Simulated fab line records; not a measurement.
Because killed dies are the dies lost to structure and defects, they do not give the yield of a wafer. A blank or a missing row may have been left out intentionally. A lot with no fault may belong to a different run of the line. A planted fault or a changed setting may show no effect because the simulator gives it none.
The tool behind it: which one? ; flow berkeley_cmos170 ; 15 lots with 45 wafers sampled at 4 steps, on a route of 331 steps

WHAT EACH GAUGE READ, for each wafer
The record lacks any reading of a measuring or inspecting step that a usual standard deviation could be used to judge.

EACH LOT AND THE TOOL THAT RAN IT (in order: tool; ch and the chambers of the sampled wafers; start)
lot;UCB170_SPACER_ETCHBACK_03;UCB170_BACKSIDE_STRIP_03;UCB170_SDANNEAL_RTA_01;UCB170_SILICIDE_WET_ETCH_05
L362;rie_diel-01 ch 0,1,3, day 6 20:00;plasma_asher-01 ch 1, day 7 00:01;rtp_anneal-01 ch 0, day 7 01:39;wet_bench-01 ch 3, day 7 02:32
L363;rie_diel-01 ch 1,2, day 7 06:37;plasma_asher-04 ch 0,1, day 7 12:10;rtp_anneal-02 ch 0, day 7 12:31;wet_bench-02 ch 2, day 7 13:23
L364;rie_diel-04 ch 1,2, day 7 16:04;plasma_asher-03 ch 0,1, day 7 21:14;rtp_anneal-01 ch 0, day 7 21:35;wet_bench-01 ch 1, day 7 22:36
L365;rie_diel-01 ch 0,1, day 7 16:04;plasma_asher-04 ch 0,1, day 7 21:44;rtp_anneal-02 ch 0, day 7 22:03;wet_bench-01 ch 0, day 7 22:55
L366;rie_diel-02 ch 1,2,3, day 7 22:55;plasma_asher-03 ch 0,1, day 8 04:31;rtp_anneal-01 ch 0, day 8 04:52;wet_bench-02 ch 3, day 8 05:46
L367;rie_diel-01 ch 1,3, day 8 10:28;plasma_asher-03 ch 0,1, day 8 16:09;rtp_anneal-01 ch 0, day 8 16:46;wet_bench-02 ch 0, day 8 17:39
L374;rie_diel-04 ch 0,3, day 9 11:20;plasma_asher-04 ch 0,1, day 9 16:31;rtp_anneal-02 ch 0, day 9 17:02;wet_bench-01 ch 2, day 9 17:56
L375;rie_diel-01 ch 0,2, day 9 11:20;plasma_asher-03 ch 0,1, day 9 16:31;rtp_anneal-01 ch 0, day 9 17:02;wet_bench-01 ch 1, day 9 17:56
L376;rie_diel-04 ch 0,1,3, day 9 22:58;plasma_asher-03 ch 0,1, day 10 05:03;rtp_anneal-02 ch 0, day 10 05:26;wet_bench-01 ch 2, day 10 06:22
L379;rie_diel-04 ch 0,1, day 10 05:26;plasma_asher-01 ch 0,1, day 10 09:29;rtp_anneal-01 ch 0, day 10 10:11;wet_bench-02 ch 1, day 10 11:09
L381;rie_diel-04 ch 0,2,3, day 10 23:46;plasma_asher-01 ch 0,1, day 11 04:35;rtp_anneal-01 ch 0, day 11 04:55;wet_bench-01 ch 3, day 11 05:49
L383;rie_diel-01 ch 0,3, day 10 23:46;plasma_asher-04 ch 0,1, day 11 03:57;rtp_anneal-02 ch 0, day 11 04:19;wet_bench-02 ch 2, day 11 05:12
L384;rie_diel-02 ch 1,2,3, day 10 23:46;plasma_asher-04 ch 0,1, day 11 04:40;rtp_anneal-02 ch 0, day 11 05:06;wet_bench-02 ch 2, day 11 05:59
L380;rie_diel-01 ch 0,1, day 10 23:50;plasma_asher-01 ch 0,1, day 11 05:02;rtp_anneal-02 ch 0, day 11 05:23;wet_bench-02 ch 1, day 11 06:16
L382;rie_diel-02 ch 1,3, day 10 23:50;plasma_asher-03 ch 0,1, day 11 05:08;rtp_anneal-01 ch 0, day 11 05:29;wet_bench-01 ch 0, day 11 06:23
- UCB170_SPACER_ETCHBACK_03: etches SiO2 in CHF3/CF4/Ar, stops on Si, target depth 376 nm, time 100 s.
- UCB170_BACKSIDE_STRIP_03: strips in O2.
- UCB170_SDANNEAL_RTA_01: time 5 s.
- UCB170_SILICIDE_WET_ETCH_05: etches Ti in SPM, time 45 s.

WHAT THE TOOLS THEMSELVES READ (means of the sampled wafers that have a number; where no wafer has one, the mark that the record gives instead)
UCB170_SPACER_ETCHBACK_03. Usual: drypump_motor_current_A 5.8 A, standard deviation 0.32; oes_product_au 0.903 a.u., standard deviation 0.017; rf_fwd_power_W 497.2 W, standard deviation 1.6; throttle_valve_pct 6.45 %, standard deviation 0.13.
lot;tool;drypump_motor_current_A (A);oes_product_au (a.u.);rf_fwd_power_W (W);throttle_valve_pct (%);flag
L362;rie_diel-01;5.6;0.911;499.1;6.56;
L363;rie_diel-01;5.7;0.898;498.2;6.30;
L364;rie_diel-04;5.9;0.903;496.6;6.56;
L365;rie_diel-01;5.3;0.907;495.7;6.54;
L366;rie_diel-02;5.7;0.887;496.8;6.40;
L367;rie_diel-01;5.7;0.917;497.2;6.49;
L374;rie_diel-04;6.2;0.885;500.2;6.31;
L375;rie_diel-01;5.7;0.906;498.1;6.38;
L376;rie_diel-04;6.0;0.891;497.3;6.38;
L379;rie_diel-04;5.6;0.903;499.4;6.43;
L381;rie_diel-04;6.0;0.890;496.3;6.40;
L383;rie_diel-01;5.8;0.917;497.5;6.67;
L384;rie_diel-02;5.7;0.894;496.6;6.39;
L380;rie_diel-01;5.3;0.905;498.6;6.55;
L382;rie_diel-02;5.6;0.905;496.4;6.38;

UCB170_BACKSIDE_STRIP_03. Usual: drypump_motor_current_A 5.8 A, standard deviation 0.4; oes_product_au 0.734 a.u., standard deviation 0.0046; strip_time_to_endpoint_s 21.94 s, standard deviation 0.066.
lot;tool;drypump_motor_current_A (A);oes_product_au (a.u.);strip_time_to_endpoint_s (s);flag
L362;plasma_asher-01;5.7;0.734;21.92;
L363;plasma_asher-04;5.4;0.729;21.94;
L364;plasma_asher-03;6.1;0.732;22.06;
L365;plasma_asher-04;5.3;0.739;21.92;
L366;plasma_asher-03;6.1;0.732;21.98;
L367;plasma_asher-03;6.2;0.733;21.92;
L374;plasma_asher-04;5.4;0.735;21.98;
L375;plasma_asher-03;6.2;0.731;21.94;
L376;plasma_asher-03;6.2;0.735;21.96;
L379;plasma_asher-01;6.0;0.735;21.83;
L381;plasma_asher-01;6.0;0.737;21.89;
L383;plasma_asher-04;5.3;0.733;21.96;
L384;plasma_asher-04;5.4;0.738;22.05;
L380;plasma_asher-01;6.1;0.730;21.90;
L382;plasma_asher-03;6.1;0.734;21.93;

UCB170_SDANNEAL_RTA_01. Usual: lamp_power_pct 44 %, standard deviation 4.6; wafer_temp_C_max 1055.2, standard deviation 1.7.
lot;tool;lamp_power_pct (%);wafer_temp_C_max;flag
L362;rtp_anneal-01;39;1055.1;
L363;rtp_anneal-02;48;1056.5;
L364;rtp_anneal-01;39;1052.8;
L365;rtp_anneal-02;48;1056.8;
L366;rtp_anneal-01;39;1054.1;
L367;rtp_anneal-01;39;1054.0;
L374;rtp_anneal-02;48;1056.8;
L375;rtp_anneal-01;39;1054.1;
L376;rtp_anneal-02;48;1056.4;
L379;rtp_anneal-01;39;1053.3;
L381;rtp_anneal-01;39;1054.1;
L383;rtp_anneal-02;48;1057.2;
L384;rtp_anneal-02;48;1056.1;
L380;rtp_anneal-02;48;1057.2;
L382;rtp_anneal-01;39;1054.2;

UCB170_SILICIDE_WET_ETCH_05. Usual: bath_guard_temp_C 119.8 C, standard deviation 0.47; bath_heat_duty_pct 13.5 %, standard deviation 1.3.
lot;tool;bath_guard_temp_C (C);bath_heat_duty_pct (%);flag
L362;wet_bench-01;120.3;13.1;
L363;wet_bench-02;120.1;14.7;
L364;wet_bench-01;119.5;12.0;
L365;wet_bench-01;-;-;OFF
L366;wet_bench-02;-;-;OFF
L367;wet_bench-02;-;-;OFF
L374;wet_bench-01;119.9;13.6;
L375;wet_bench-01;119.3;11.9;
L376;wet_bench-01;119.7;14.5;
L379;wet_bench-02;119.3;12.8;
L381;wet_bench-01;120.4;13.0;
L383;wet_bench-02;120.1;14.7;
L384;wet_bench-02;119.9;14.4;
L380;wet_bench-02;119.3;13.0;
L382;wet_bench-01;120.3;15.4;

THE ANSWER, worked out from the rows above alone
Rule: lot off if the mean of its wafers having a number is beyond 3 standard deviations from the usual mean. A lot without any number at a reading at which 4 lots or more have one is off too. The other lots that the step has rows for count as sound. After the gauges, taken in route order, come the tools' own readings; for these a lot's mean is taken, as printed above. At the first step where some lot is off, the reading lying furthest off is the one used; lots without a number count as furthest.
Off: L365, L366, L367, at UCB170_SILICIDE_WET_ETCH_05 (bath_guard_temp_C). Without a number there: L365, L366, L367.
If a tool, at that step or one of the process steps before it, ran each lot that is off and ran no sound lot following the first of them, it fits. None of those tried fits.

WHAT THE SIMULATOR PUT IN
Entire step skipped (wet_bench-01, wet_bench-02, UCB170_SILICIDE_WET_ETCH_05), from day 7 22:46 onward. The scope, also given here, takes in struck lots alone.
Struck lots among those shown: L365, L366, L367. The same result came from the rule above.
